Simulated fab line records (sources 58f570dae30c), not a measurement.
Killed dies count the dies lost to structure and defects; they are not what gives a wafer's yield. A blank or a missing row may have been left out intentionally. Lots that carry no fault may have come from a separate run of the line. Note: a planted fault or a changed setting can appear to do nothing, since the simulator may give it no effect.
8D (eight disciplines) problem report, filled in by code / flow berkeley-cmos170 / the parts of the form that need people (team, actions taken, sign-off) are left out

1. THE PROBLEM
Wafers free of any fault read 593 (standard deviation 4.1) for PFIELD_TW at UCB170_PFIELD_TW_MEAS_09, against a mean of 690 on 6 wafers of 2 lots. Relative to the usual mean, that is a shift of +24 standard deviations.
First seen on wafer L939.1, day 9 05:47, on film-metro-03. The record has a number at this step for 42 wafers belonging to 14 lots. Rule for "out" (also "out of limits"): further than 4 standard deviations from the usual mean. The other wafers with a number count as sound.

2. WHAT IT IS, WHAT IT ISN'T
question=which readings at this step | is=PFIELD_TW | is not=-
question=which lots | is=L939, L940 | is not=L919, L920, L922, L925, L926, L927, L928, L929, L930, L935, L941, L942
question=which wafers of those lots | is=all that have a number | is not=-
question=read on which gauges | is=film-metro-03, film-metro-04 | is not=film-metro-01
question=when | is=from day 9 05:47 | is not=up to then (30 sound wafers); but 6 sound wafers of L941, L942 came after

3. THE SUSPECTS, EACH WITH WHAT RULES IT OUT
Counting: a tool stays on the suspect list if, at a process step up to the reading, it processed all lots that are out and no sound lot following the first of them.
- the gauge at UCB170_PFIELD_TW_MEAS_09 is ruled out. Those wafers that are out were read across 2 gauges (film-metro-03, film-metro-04).
- implanter-03 at UCB170_PFIELD_IMPLANT_07: kept. It ran every lot that is out, first L939 (day 9 05:32), and no sound lot after that; its last sound lot up to then is L929 (day 7 09:04). On those wafers its own readings are out: dose-ions-cm2, faraday-current-uA.
Left after counting: implanter-03 at UCB170_PFIELD_IMPLANT_07.

4. THE CAUSE (what the simulator had put in)
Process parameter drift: implanter-03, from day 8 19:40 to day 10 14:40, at UCB170_PFIELD_IMPLANT_07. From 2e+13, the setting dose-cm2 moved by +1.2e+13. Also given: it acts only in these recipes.
Only this tool survived the counting.

5. SEQUENCE OF EFFECTS, ordered by route
Each row: a reading whose mean over the struck wafers that have a number lies more than 3 standard deviations from the usual. Only readings for which the record gives a usual standard deviation are gone through. hours: the time from each lot's start at the first step in this table that gives one to its start at this step, as a median over the lots. sigmas: the change in usual standard deviations.
hours=0; step=UCB170_PFIELD_IMPLANT_07; reading=dose-ions-cm2; usual=2.0001e+13; on struck wafers=3.2013e+13; change=+1.2012e+13; sigmas=+99 or more
hours=0; step=UCB170_PFIELD_IMPLANT_07; reading=faraday-current-uA; usual=63.4; on struck wafers=100.3; change=+36.9; sigmas=+28
hours=0; step=UCB170_PFIELD_TW_MEAS_09; reading=PFIELD_TW; usual=593; on struck wafers=690; change=+97; sigmas=+24
It contains these process steps:
- UCB170_PFIELD_IMPLANT_07
Later steps that measure or inspect, where all struck wafers having a row at the step show a number for every such reading and not one has moved that far: UCB170_NVT_OVL_MEAS_06.

6. HOW IT WOULD HAVE BEEN CAUGHT EARLIER
The first out-of-limits reading at a measuring or inspecting step in this record came at day 9 05:47, 10 hours after the fault's start at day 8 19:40.
At UCB170_PFIELD_IMPLANT_07, the tool's own readings (dose-ions-cm2, faraday-current-uA) were out on each struck wafer the step has a row for, so an alarm limit on them would have fired on the first such wafer.
Of the lots that are out (2), L940 began UCB170_PFIELD_IMPLANT_07 on implanter-03 after day 9 05:47. Holding the tool at that time would have saved it.
